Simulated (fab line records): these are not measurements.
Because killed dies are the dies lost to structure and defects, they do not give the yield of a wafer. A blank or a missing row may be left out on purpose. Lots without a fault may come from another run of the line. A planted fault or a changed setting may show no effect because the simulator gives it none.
Which tool was responsible? + flow berkeley-cmos170 + 7 lots, 21 wafers sampled, at 2 steps of a route of 331

WHAT THE GAUGES READ, wafer by wafer
UCB170_WELLDRIVE_THK_MEAS_02.
| lot  | measured    | on            | WELLDRIVE_OXIDE_THK (nm) |
|------|-------------|---------------|--------------------------|
| L987 | day 4 14:43 | film-metro-04 | 209 208 207              |
| L990 | day 5 07:04 | film-metro-04 | 207 207 204              |
| L992 | day 5 16:02 | film-metro-03 | 199 201 199              |
| L994 | day 6 03:56 | film-metro-01 | 205 206 205              |
| L999 | day 6 20:23 | film-metro-01 | 201 204 201              |
| L104 | day 7 19:53 | film-metro-04 | 201 198 201              |
| L107 | day 8 15:11 | film-metro-01 | 207 207 205              |

WHICH TOOL RAN EACH LOT (tool, then ch and the chambers of the sampled wafers, then the start)
| lot  | UCB170_WELLDRIVE_OXIDATION_01 |
|------|-------------------------------|
| L987 | furnace-02 ch 0, day 4 11:11  |
| L990 | furnace-02 ch 0, day 5 03:34  |
| L992 | furnace-04 ch 0, day 5 12:31  |
| L994 | furnace-01 ch 0, day 6 00:25  |
| L999 | furnace-04 ch 0, day 6 16:53  |
| L104 | furnace-01 ch 0, day 7 16:23  |
| L107 | furnace-04 ch 0, day 8 11:38  |
- UCB170_WELLDRIVE_OXIDATION_01: target thk 199 nm, ox time 9311 s.

THE ANSWER, worked out from the rows above alone
Rule: the usual values come from the lots themselves. Put in order of their means at a reading, lots are off if they are a third of the lots or fewer, leave a main group of 4 or more, and stand apart from it by a gap of 3 or more times the standard deviation of the main group's means; of several such gaps the widest counts. A main group whose means are all the same, to the digits that the tables above print for the reading, isn't used. A lot without any number at a reading at which 4 lots or more have one is off too. The other lots that the step has rows for count as sound.
None of the lots is off at any reading shown; this tells nothing.

WHAT THE SIMULATOR HAD INSERTED
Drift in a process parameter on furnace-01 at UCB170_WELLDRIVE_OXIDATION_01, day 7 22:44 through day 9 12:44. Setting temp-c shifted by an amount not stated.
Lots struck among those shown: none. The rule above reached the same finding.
